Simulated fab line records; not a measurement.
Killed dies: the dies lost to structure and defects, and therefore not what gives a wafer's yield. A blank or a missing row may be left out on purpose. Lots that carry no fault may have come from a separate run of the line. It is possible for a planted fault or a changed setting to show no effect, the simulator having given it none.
fab line records	flow berkeley_cmos170
record: lots: 5	wafers: 23
route steps=331 shown ZERO@13 NWELL@28 PWELL@45 WELLDRIVE@56 SCREENOX@101 PVT@123 GATE@133 NLDD@161 PSD@179
start_h: hours from the record's opening day to when the first of the lot's shown wafers began	wait_h: hours from the lot's prior step to this one	" as in the row above	L1.1+2: a row that stands for several wafers	- no value present, or no start provided	* or withheld: withheld	< > ~ a bound
route shown NAME@n: NAME is a module with steps in the file, n the number in the route of the first one	usual: the fault-free wafers' mean and standard deviation	same: alike in all rows	chamber/n: place in a boat	sites: per-site readings	_std_site: the standard deviation of these	_edge_site: inner sites' mean taken away from outer sites' mean	radius_mm: for every site, how far away it sits from the centre of the wafer	mask NAME#n: copy n	behind: the last tool/chamber to shape the wafer	hold: why the lot was held/for how many hours/how that ended	device: the transistor (n, p or np) that didn't switch	end of line: the route-end tests of the same wafers	for a step that has no rows: nothing shown but its recipe	killed: the dies lost at the first sort to structure and to defects; this is not the yield of the wafer	map: per-die view of a wafer (x killed, . not killed, _ where there is no die)
set.NAME: the setting the step ran with; set.NAME@STEP: the setting that earlier step ran with	model.NAME: the simulator's own value behind a step, which no gauge read
lots where settings were altered on purpose, with a table for each step and a row for each wafer
== steps ==
step: UCB170_ZERO_STRIP_07
recipe: chemistry: O2	power_w: 400	pressure_mtorr: 3500	platen_temp_c: withheld	o2_flow_sccm: 400	overash_fraction: 0.5
usual: strip_time_to_endpoint_s: 21.46/0.07
lot.wafer	tool	chamber	start_h	wait_h	set.o2_flow_sccm	strip_time_to_endpoint_s
L078.1	plasma_asher-02	0	39.23	0.0	368.8	21.65
L078.2	"	1	"	"	400	21.46
L078.3	"	0	"	"	368.8	21.69
L078.4	"	1	"	"	368.8	21.68
L078.5	"	0	"	"	400	21.35
L082.1	plasma_asher-04	1	57.20	0.0	400	21.49
L082.3	"	0	"	"	457.8	21.05
L082.4	"	1	"	"	457.8	21.05
L082.5	"	0	"	"	400	21.43
L082.6	"	1	"	"	457.8	21.08
L083.1	plasma_asher-04	1	64.97	0.0	400	21.43
L083.2	"	0	"	"	400	21.33
L083.3	"	0	"	"	400	21.34
L083.4	"	1	"	"	454.1	21.07
L083.5	"	1	"	"	454.1	21.05
L084.2	plasma_asher-04	1	71.03	0.0	400	21.38
L084.5	"	1	"	"	400	21.49
L084.6	"	0	"	"	400	21.45
L085.2	plasma_asher-01	1	72.33	0.0	400	21.38
L085.3	"	0	"	"	400	21.44
L085.4	"	1	"	"	434.6	21.15
L085.5	"	0	"	"	400	21.43
L085.6	"	1	"	"	434.6	21.26
step: UCB170_NWELL_IMPLANT_14
recipe: species: P	dose_cm2: 1e+13	energy_kev: 150	tilt_deg: 7
lot.wafer	tool	chamber	start_h	wait_h	set.energy_kev	model.implant.rp_nm	model.implant.drp_nm
L078.1+2+4	implanter-04	0	50.54	0.1	150	190.6	62.72
L078.3+5	"	0	"	"	153.8	195.7	63.92
L082.1+3	implanter-04	0	68.68	0.1	142.4	179	60.22
L082.4+5+6	"	0	"	"	150	189	62.72
L083.1+2+3+4+5	implanter-04	0	76.12	0.1	150	182.2	62.72
L085.2+4	implanter-03	0	81.30	0.1	154.7	185.8	64.2
L085.3+5+6	"	0	"	"	150	179.9	62.72
L084.2+5+6	implanter-04	0	81.32	0.1	150	186.4	62.72
step: UCB170_PWELL_PEB_11
recipe: peb_temp_c: 130	peb_time_s: withheld	resist: KrF
lot.wafer	tool	chamber	start_h	wait_h	set.peb_temp_c
L078.1+3+5	litho_track-02	0	66.23	0.1	130
L078.2+4	"	0	"	"	128.5
L082.1+4+5	litho_track-02	0	81.98	0.1	130
L082.3+6	"	0	"	"	128
L083.1+2+3+4+5	litho_track-02	0	96.40	0.1	130
L084.2+5+6	litho_track-02	0	99.51	0.6	130
L085.2+3+6	litho_track-04	0	99.61	0.5	127.9
L085.4+5	"	0	"	"	130
step: UCB170_PWELL_DEVELOP_12
recipe: developer: TMAH	develop_time_s: 45	resist: KrF	dev_temp_c: 21
step: UCB170_PWELL_ETCH_14
recipe: chemistry: CH3F/Ar/O2	target: Si3N4	stop_on: SiO2	CH3F_flow_sccm: 20	Ar_flow_sccm: 50	O2_flow_sccm: 7	pressure_mtorr: 50	rf_w: 450	target_depth_a: 2420	over_etch_frac: 0.1	time_s: 151
lot.wafer	tool	chamber	start_h	wait_h	set.peb_temp_c@PWELL_PEB_11	model.PWELL.cd_nm
L078.1+3	rie_diel-04	3,2	66.54	0.0	130	3000
L078.2	"	1	"	"	128.5	2988
L078.4	"	0	"	"	128.5	2989
L078.5	"	3	"	"	130	2999
L082.1	rie_diel-04	3	82.29	0.0	130	-
L082.3+6	"	0,1	"	"	128	2986
L082.4+5	"	2,0	"	"	130	3001
L083.1	rie_diel-03	2	96.71	0.0	130	2999
L083.2+3+4	"	0,3,0	"	"	130	2998
L083.5	"	2	"	"	130	3000
L084.2	rie_diel-04	2	99.79	0.0	130	3001
L084.5+6	"	0,3	"	"	130	2999
L085.2+6	rie_diel-01	2,1	99.90	0.0	127.9	2984
L085.3	"	3	"	"	127.9	2981
L085.4	"	1	"	"	130	2998
L085.5	"	0	"	"	130	2999
step: UCB170_WELLDRIVE_OXIDATION_01
recipe: temp_c: 1100	ambient: O2	target_thk_a: 1990	ox_time_s: 9000
lot.wafer	tool	chamber	start_h	wait_h	set.temp_c	model.SiO2_of_WELLDRIVE_OXIDATION_01.thk_nm
L078.1	-	-	-	2.4	1131	234
L078.2	"	-	"	"	1131	234.8
L078.3	"	-	"	"	1131	236.3
L078.4	"	-	"	"	1131	236.8
L078.5	"	-	"	"	1131	235.3
L082.1	-	-	-	2.1	1087	181.7
L082.3	"	-	"	"	1087	184.2
L082.4	"	-	"	"	1087	185.9
L082.5	"	-	"	"	1087	182.2
L082.6	"	-	"	"	1087	181.3
L083.1	-	-	-	1.5	1100	200.1
L083.2	"	-	"	"	1100	200.4
L083.3	"	-	"	"	1100	198.6
L083.4	"	-	"	"	1100	199.1
L083.5	"	-	"	"	1100	200
L084.2	furnace-02	0	107.15	0.9	1100	199.5
L084.5	"	0	"	"	1100	200.4
L084.6	"	0	"	"	1100	200.6
L085.2	-	-	-	0.9	1100	199.2
L085.3	"	-	"	"	1100	199.8
L085.4	"	-	"	"	1100	196.8
L085.5	"	-	"	"	1100	197.9
L085.6	"	-	"	"	1100	201.2
step: UCB170_WELLDRIVE_THK_MEAS_02
recipe: reads: SiO2_of_WELLDRIVE_OXIDATION_01
usual: WELLDRIVE_OXIDE_THK: 201/3.2
lot.wafer	tool	chamber	start_h	wait_h	set.temp_c@WELLDRIVE_OXIDATION_01	WELLDRIVE_OXIDE_THK[nm]
L078.1	film_metro-03	-	-	-	1131	234
L078.2	"	-	"	"	1131	235
L078.3	"	-	"	"	1131	236
L078.4	"	-	"	"	1131	237
L078.5	"	-	"	"	1131	235
L082.1	film_metro-03	-	-	-	1087	182
L082.3	"	-	"	"	1087	184
L082.4	"	-	"	"	1087	186
L082.5	"	-	"	"	1087	182
L082.6	"	-	"	"	1087	181
L083.1	film_metro-03	-	-	-	1100	200
L083.2	"	-	"	"	1100	200
L083.3	"	-	"	"	1100	199
L083.4	"	-	"	"	1100	199
L083.5	"	-	"	"	1100	200
L084.2	film_metro-02	-	110.66	0.0	1100	200
L084.5	"	-	"	"	1100	201
L084.6	"	-	"	"	1100	201
L085.2	film_metro-01	-	-	-	1100	199
L085.3	"	-	"	"	1100	200
L085.4	"	-	"	"	1100	197
L085.5	"	-	"	"	1100	198
L085.6	"	-	"	"	1100	201
step: UCB170_SCREENOX_OXIDATION_01
recipe: temp_c: 900	ambient: O2	target_thk_a: 144	ox_time_s: 2400
lot.wafer	tool	chamber	start_h	wait_h	set.temp_c	model.SiO2_of_SCREENOX_OXIDATION_01.thk_nm
L078.1	-	-	-	1.4	877.8	11.55
L078.2	"	-	"	"	877.8	11.47
L078.3	"	-	"	"	877.8	11.49
L078.4	"	-	"	"	877.8	11.33
L078.5	"	-	"	"	877.8	11.43
L082.1	-	-	-	1.3	879.2	11.18
L082.3	"	-	"	"	879.2	11.16
L082.4	"	-	"	"	879.2	11.33
L082.5	"	-	"	"	879.2	11.19
L082.6	"	-	"	"	879.2	11.12
L083.1	-	-	-	2.6	879.7	11.2
L083.2	"	-	"	"	879.7	11.14
L083.3	"	-	"	"	879.7	11.22
L083.4	"	-	"	"	879.7	11.31
L083.5	"	-	"	"	879.7	11.32
L084.2	furnace-01	0	150.53	2.6	900	14.01
L084.5	"	0	"	"	900	14.37
L084.6	"	0	"	"	900	13.8
L085.2+4	-	-	-	2.6	882.8	11.55
L085.3	"	-	"	"	882.8	11.63
L085.5	"	-	"	"	882.8	11.41
L085.6	"	-	"	"	882.8	11.53
step: UCB170_SCREENOX_THK_MEAS_02
recipe: reads: SiO2_of_SCREENOX_OXIDATION_01
usual: SCREENOX_OXIDE_THK: 14.30/0.22
lot.wafer	tool	chamber	start_h	wait_h	set.temp_c@SCREENOX_OXIDATION_01	SCREENOX_OXIDE_THK[nm]
L078.1	film_metro-04	-	-	-	877.8	11.47
L078.2	"	-	"	"	877.8	11.52
L078.3	"	-	"	"	877.8	11.48
L078.4	"	-	"	"	877.8	11.35
L078.5	"	-	"	"	877.8	11.45
L082.1	film_metro-02	-	-	-	879.2	11.14
L082.3	"	-	"	"	879.2	11.11
L082.4	"	-	"	"	879.2	11.31
L082.5	"	-	"	"	879.2	11.23
L082.6	"	-	"	"	879.2	11.14
L083.1	film_metro-01	-	-	-	879.7	11.20
L083.2	"	-	"	"	879.7	11.15
L083.3	"	-	"	"	879.7	11.25
L083.4	"	-	"	"	879.7	11.35
L083.5	"	-	"	"	879.7	11.36
L084.2	film_metro-04	-	152.21	0.0	900	14.04
L084.5	"	-	"	"	900	14.36
L084.6	"	-	"	"	900	13.81
L085.2	film_metro-02	-	-	-	882.8	11.53
L085.3	"	-	"	"	882.8	11.62
L085.4	"	-	"	"	882.8	11.55
L085.5	"	-	"	"	882.8	11.44
L085.6	"	-	"	"	882.8	11.55
step: UCB170_PVT_STRIP_08
recipe: chemistry: O2	power_w: 400	pressure_mtorr: 3500	platen_temp_c: withheld	o2_flow_sccm: 400	overash_fraction: 0.5
usual: strip_time_to_endpoint_s: 21.64/0.051
lot.wafer	tool	chamber	start_h	wait_h	set.o2_flow_sccm	strip_time_to_endpoint_s
L078.1	plasma_asher-04	0	125.89	0.1	400	21.63
L078.2	"	1	"	"	400	21.63
L078.3	"	1	"	"	400	21.65
L078.4	"	0	"	"	400	21.58
L078.5	"	0	"	"	400	21.68
L082.1	plasma_asher-04	1	139.16	0.1	400	21.69
L082.3	"	0	"	"	400	21.62
L082.4	"	1	"	"	400	21.71
L082.5	"	1	"	"	365.4	21.99
L082.6	"	0	"	"	365.4	21.99
L084.2	plasma_asher-03	1	158.85	0.1	400	21.69
L084.5	"	0	"	"	400	21.66
L084.6	"	1	"	"	400	21.66
L083.1	plasma_asher-04	1	159.24	0.1	443.1	21.30
L083.2	"	0	"	"	400	21.75
L083.3	"	1	"	"	443.1	21.33
L083.4	"	0	"	"	443.1	21.40
L083.5	"	0	"	"	400	21.58
L085.2	plasma_asher-03	1	159.36	0.1	400	21.61
L085.3	"	0	"	"	369.5	21.94
L085.4	"	1	"	"	400	21.64
L085.5	"	1	"	"	369.5	21.88
L085.6	"	0	"	"	369.5	21.86
step: UCB170_GATE_COAT_07
recipe: resist: KrF	spin_rpm: 1500	resist_thk_nm: 900
lot.wafer	tool	chamber	start_h	wait_h	set.resist_thk_nm	model.KrF_of_GATE_COAT_07.thk_nm
L078.1	litho_track-04	0	-	-	900	902.9
L078.2	"	0	"	"	880.5	883
L078.3	"	0	"	"	880.5	884
L078.4	"	0	"	"	880.5	886.3
L078.5	"	0	"	"	900	904.5
L082.1	litho_track-01	0	-	-	900	902.4
L082.3	"	0	"	"	900	900.8
L082.4	"	0	"	"	846.1	847.6
L082.5	"	0	"	"	846.1	850.5
L082.6	"	0	"	"	900	902.3
L084.2	litho_track-03	0	-	-	900	903.7
L084.5	"	0	"	"	900	901.4
L084.6	"	0	"	"	900	904.3
L083.1	litho_track-04	0	-	-	900	899.1
L083.2	"	0	"	"	900	899.5
L083.3	"	0	"	"	863.9	863.7
L083.4	"	0	"	"	900	902.2
L083.5	"	0	"	"	863.9	864.4
L085.2	litho_track-01	0	-	-	900	899.7
L085.3	"	0	"	"	900	901.3
L085.4	"	0	"	"	945.4	945.6
L085.5	"	0	"	"	945.4	943.4
L085.6	"	0	"	"	945.4	944.4
step: UCB170_NLDD_EXPOSE_03
recipe: mask_id: NSELECT	na: 0.5	sigma_outer: 0.6	source_shape: conventional	target_cd_nm: 1200	dose_mj: 30
lot.wafer	tool	chamber	start_h	wait_h	mask	set.dose_mj
L078.1+3+5	krf_scanner-02	0	141.32	0.2	NSELECT#0	31.79
L078.2+4	"	0	"	"	NSELECT#0	30
L082.1+4	krf_scanner-01	0	153.53	0.2	NSELECT#0	30
L082.3+5+6	"	0	"	"	NSELECT#0	31.12
L084.2+5+6	krf_scanner-02	0	173.82	0.2	NSELECT#0	30
L083.1+3	krf_scanner-02	0	175.88	0.1	NSELECT#0	30
L083.2+4+5	"	0	"	"	NSELECT#0	32.18
L085.2+6	krf_scanner-01	0	176.14	0.4	NSELECT#0	30
L085.3+4+5	"	0	"	"	NSELECT#0	31.12
step: UCB170_NLDD_PEB_04
recipe: peb_temp_c: 130	peb_time_s: withheld	resist: KrF
step: UCB170_NLDD_DEVELOP_05
recipe: developer: TMAH	develop_time_s: 45	resist: KrF	dev_temp_c: 21
step: UCB170_NLDD_CD_MEAS_06
recipe: target_cd_nm: 1200
usual: cd_nm: 1199.9/1.3
lot.wafer	tool	chamber	start_h	wait_h	set.dose_mj@NLDD_EXPOSE_03	cd_nm
L078.1	cd_sem-01	-	141.71	-	31.79	1212.1
L078.2	"	-	"	"	30	1200.5
L078.3	"	-	"	"	31.79	1210.6
L078.4	"	-	"	"	30	1201.7
L078.5	"	-	"	"	31.79	1212.2
L082.1	cd_sem-01	-	154.04	-	30	1200.4
L082.3	"	-	"	"	31.12	1205.3
L082.4	"	-	"	"	30	1201.0
L082.5	"	-	"	"	31.12	1207.7
L082.6	"	-	"	"	31.12	1206.4
L084.2	cd_sem-02	-	174.21	-	30	1198.6
L084.5	"	-	"	"	30	1198.7
L084.6	"	-	"	"	30	1199.5
L083.1	cd_sem-01	-	176.27	-	30	1199.9
L083.2	"	-	"	"	32.18	1210.9
L083.3	"	-	"	"	30	1199.9
L083.4	"	-	"	"	32.18	1212.5
L083.5	"	-	"	"	32.18	1211.0
L085.2	cd_sem-02	-	176.62	-	30	1197.9
L085.3	"	-	"	"	31.12	1203.9
L085.4	"	-	"	"	31.12	1205.0
L085.5	"	-	"	"	31.12	1203.2
L085.6	"	-	"	"	30	1197.9
step: UCB170_NLDD_IMPLANT_09
recipe: species: As	dose_cm2: 5e+13	energy_kev: 30	tilt_deg: 7	rotation_deg: 180
lot.wafer	tool	chamber	start_h	wait_h	set.energy_kev	model.implant.rp_nm	model.implant.drp_nm
L078.1+2+3+4+5	implanter-03	0	142.02	0.1	30	21.7	9.611
L082.1+3+4+5+6	implanter-03	0	154.34	0.1	30	21.31	9.611
L084.2+5+6	implanter-03	0	174.52	0.1	30	21.14	9.611
L083.1+2+3	implanter-01	0	176.58	0.1	30	21.56	9.611
L083.4+5	"	0	"	"	31.17	22.2	9.884
L085.2+3+5	implanter-02	0	176.93	0.1	31.36	20.93	9.929
L085.4+6	"	0	"	"	30	20.23	9.611
step: UCB170_PSD_PEB_04
recipe: peb_temp_c: 130	peb_time_s: withheld	resist: KrF
lot.wafer	tool	chamber	start_h	wait_h	set.peb_temp_c
L078.1+2+3+4+5	litho_track-02	0	148.76	0.1	130
L082.1+4+5	litho_track-02	0	160.85	0.5	132.6
L082.3+6	"	0	"	"	130
L084.2+5+6	litho_track-04	0	179.86	0.3	130
L083.1+2+3+4+5	litho_track-04	0	180.11	0.1	130
L085.2+4	litho_track-02	0	184.01	0.6	130
L085.3+5+6	"	0	"	"	127.7
step: UCB170_PSD_DEVELOP_05
recipe: developer: TMAH	develop_time_s: 45	resist: KrF	dev_temp_c: 21
step: UCB170_PSD_CD_MEAS_06
recipe: target_cd_nm: 1200
usual: cd_nm: 1200.2/1.4
lot.wafer	tool	chamber	start_h	wait_h	set.peb_temp_c@PSD_PEB_04	cd_nm
L078.1	cd_sem-02	-	149.04	-	130	1201.7
L078.2	"	-	"	"	130	1201.1
L078.3	"	-	"	"	130	1201.5
L078.4	"	-	"	"	130	1202.2
L078.5	"	-	"	"	130	1201.4
L082.1	cd_sem-01	-	161.12	-	132.6	1218.4
L082.3	"	-	"	"	130	1202.0
L082.4	"	-	"	"	132.6	1217.3
L082.5	"	-	"	"	132.6	1216.8
L082.6	"	-	"	"	130	1201.0
L084.2	cd_sem-02	-	180.13	-	130	1198.1
L084.5	"	-	"	"	130	1199.1
L084.6	"	-	"	"	130	1199.2
L083.1	cd_sem-02	-	180.39	-	130	1198.5
L083.2	"	-	"	"	130	1199.7
L083.3	"	-	"	"	130	1199.2
L083.4	"	-	"	"	130	1199.8
L083.5	"	-	"	"	130	1197.9
L085.2	cd_sem-01	-	184.28	-	130	1200.2
L085.3	"	-	"	"	127.7	1181.4
L085.4	"	-	"	"	130	1199.4
L085.5	"	-	"	"	127.7	1183.2
L085.6	"	-	"	"	127.7	1180.6
step: UCB170_PSD_IMPLANT_08
recipe: species: B	dose_cm2: 3e+15	energy_kev: 20	tilt_deg: 7
lot.wafer	tool	chamber	start_h	wait_h	set.dose_cm2
L078.1+2+5	implanter-04	0	149.20	0.0	2.914e+15
L078.3+4	"	0	"	"	3e+15
L082.1+3+5	implanter-03	0	161.28	0.0	3.147e+15
L082.4+6	"	0	"	"	3e+15
L084.2+5+6	implanter-03	0	180.29	0.0	3e+15
L083.1+4	implanter-02	0	180.54	0.0	3.162e+15
L083.2+3+5	"	0	"	"	3e+15
L085.2+4+5	implanter-04	0	184.44	0.0	2.873e+15
L085.3+6	"	0	"	"	3e+15
step: UCB170_PSD_STRIP_09
recipe: chemistry: O2	power_w: 400	pressure_mtorr: 3500	platen_temp_c: withheld	o2_flow_sccm: 400	overash_fraction: 0.5
usual: strip_time_to_endpoint_s: 29.41/0.065
lot.wafer	tool	chamber	start_h	wait_h	set.dose_cm2@PSD_IMPLANT_08	strip_time_to_endpoint_s
L078.1	plasma_asher-03	1	149.35	0.1	2.914e+15	29.16
L078.2	"	0	"	"	2.914e+15	29.14
L078.3	"	1	"	"	3e+15	29.37
L078.4	"	0	"	"	3e+15	29.43
L078.5	"	1	"	"	2.914e+15	29.05
L082.1	plasma_asher-03	0	161.43	0.1	3.147e+15	29.97
L082.3	"	1	"	"	3.147e+15	29.89
L082.4	"	0	"	"	3e+15	29.33
L082.5	"	0	"	"	3.147e+15	29.91
L082.6	"	1	"	"	3e+15	29.34
L084.2	plasma_asher-03	1	180.42	0.1	3e+15	29.47
L084.5	"	1	"	"	3e+15	29.43
L084.6	"	0	"	"	3e+15	29.44
L083.1	plasma_asher-02	0	180.69	0.1	3.162e+15	30.00
L083.2	"	1	"	"	3e+15	29.32
L083.3	"	1	"	"	3e+15	29.40
L083.4	"	0	"	"	3.162e+15	30.00
L083.5	"	1	"	"	3e+15	29.34
L085.2	plasma_asher-04	0	184.56	0.1	2.873e+15	28.95
L085.3	"	1	"	"	3e+15	29.44
L085.4	"	0	"	"	2.873e+15	28.98
L085.5	"	0	"	"	2.873e+15	28.90
L085.6	"	1	"	"	3e+15	29.43
step: UCB170_PSD_TW_MEAS_10
usual: PSD_TW: 2330/11
lot.wafer	tool	chamber	start_h	wait_h	set.dose_cm2@PSD_IMPLANT_08	PSD_TW
L078.1	film_metro-01	-	149.45	0.1	2.914e+15	2306
L078.2	"	-	"	"	2.914e+15	2310
L078.3	"	-	"	"	3e+15	2325
L078.4	"	-	"	"	3e+15	2324
L078.5	"	-	"	"	2.914e+15	2309
L082.1	film_metro-02	-	161.53	0.1	3.147e+15	2368
L082.3	"	-	"	"	3.147e+15	2371
L082.4	"	-	"	"	3e+15	2344
L082.5	"	-	"	"	3.147e+15	2377
L082.6	"	-	"	"	3e+15	2345
L084.2	film_metro-02	-	180.53	0.1	3e+15	2320
L084.5	"	-	"	"	3e+15	2331
L084.6	"	-	"	"	3e+15	2329
L083.1	film_metro-02	-	180.79	0.1	3.162e+15	2363
L083.2	"	-	"	"	3e+15	2330
L083.3	"	-	"	"	3e+15	2326
L083.4	"	-	"	"	3.162e+15	2364
L083.5	"	-	"	"	3e+15	2323
L085.2	film_metro-01	-	184.67	0.1	2.873e+15	2279
L085.3	"	-	"	"	3e+15	2295
L085.4	"	-	"	"	2.873e+15	2283
L085.5	"	-	"	"	2.873e+15	2278
L085.6	"	-	"	"	3e+15	2300
== key ==
split: step: UCB170_ZERO_STRIP_07	setting: o2_flow_sccm	stated: 400	by: wafer
response: step: UCB170_ZERO_STRIP_07	reading: strip_time_to_endpoint_s	change: *	per: 1%	r: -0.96
split: step: UCB170_NWELL_IMPLANT_14	setting: energy_kev	stated: 150	by: wafer
response: step: UCB170_NWELL_IMPLANT_14	reading: model.implant.rp_nm	change: +1.95	per: 1%	r: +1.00
response: step: UCB170_NWELL_IMPLANT_14	reading: model.implant.drp_nm	change: +0.485	per: 1%	r: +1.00
split: step: UCB170_PWELL_PEB_11	setting: peb_temp_c	stated: 130	by: wafer
response: step: UCB170_PWELL_ETCH_14	reading: model.PWELL.cd_nm	change: +9.52	per: 1%	r: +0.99
split: step: UCB170_WELLDRIVE_OXIDATION_01	setting: temp_c	stated: 1100	by: lot
response: step: UCB170_WELLDRIVE_OXIDATION_01	reading: model.SiO2_of_WELLDRIVE_OXIDATION_01.thk_nm	change: +13	per: 1%	r: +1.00
response: step: UCB170_WELLDRIVE_THK_MEAS_02	reading: WELLDRIVE_OXIDE_THK	change: +13	per: 1%	r: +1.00
split: step: UCB170_SCREENOX_OXIDATION_01	setting: temp_c	stated: 900	by: lot
response: step: UCB170_SCREENOX_OXIDATION_01	reading: model.SiO2_of_SCREENOX_OXIDATION_01.thk_nm	change: +1.16	per: 1%	r: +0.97
response: step: UCB170_SCREENOX_THK_MEAS_02	reading: SCREENOX_OXIDE_THK	change: +1.16	per: 1%	r: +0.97
split: step: UCB170_PVT_STRIP_08	setting: o2_flow_sccm	stated: 400	by: wafer
response: step: UCB170_PVT_STRIP_08	reading: strip_time_to_endpoint_s	change: *	per: 1%	r: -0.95
split: step: UCB170_GATE_COAT_07	setting: resist_thk_nm	stated: 900	by: wafer
response: step: UCB170_GATE_COAT_07	reading: model.KrF_of_GATE_COAT_07.thk_nm	change: +8.83	per: 1%	r: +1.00
split: step: UCB170_NLDD_EXPOSE_03	setting: dose_mj	stated: 30	by: wafer
response: step: UCB170_NLDD_CD_MEAS_06	reading: cd_nm	change: +1.65	per: 1%	r: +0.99
split: step: UCB170_NLDD_IMPLANT_09	setting: energy_kev	stated: 30	by: wafer
response: step: UCB170_NLDD_IMPLANT_09	reading: model.implant.rp_nm	change: +0.158	per: 1%	r: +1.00
response: step: UCB170_NLDD_IMPLANT_09	reading: model.implant.drp_nm	change: +0.0702	per: 1%	r: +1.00
split: step: UCB170_PSD_PEB_04	setting: peb_temp_c	stated: 130	by: wafer
response: step: UCB170_PSD_CD_MEAS_06	reading: cd_nm	change: +8.98	per: 1%	r: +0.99
split: step: UCB170_PSD_IMPLANT_08	setting: dose_cm2	stated: 3e+15	by: wafer
response: step: UCB170_PSD_STRIP_09	reading: strip_time_to_endpoint_s	change: *	per: 1%	r: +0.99
response: step: UCB170_PSD_TW_MEAS_10	reading: PSD_TW	change: +5.75	per: 1%	r: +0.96
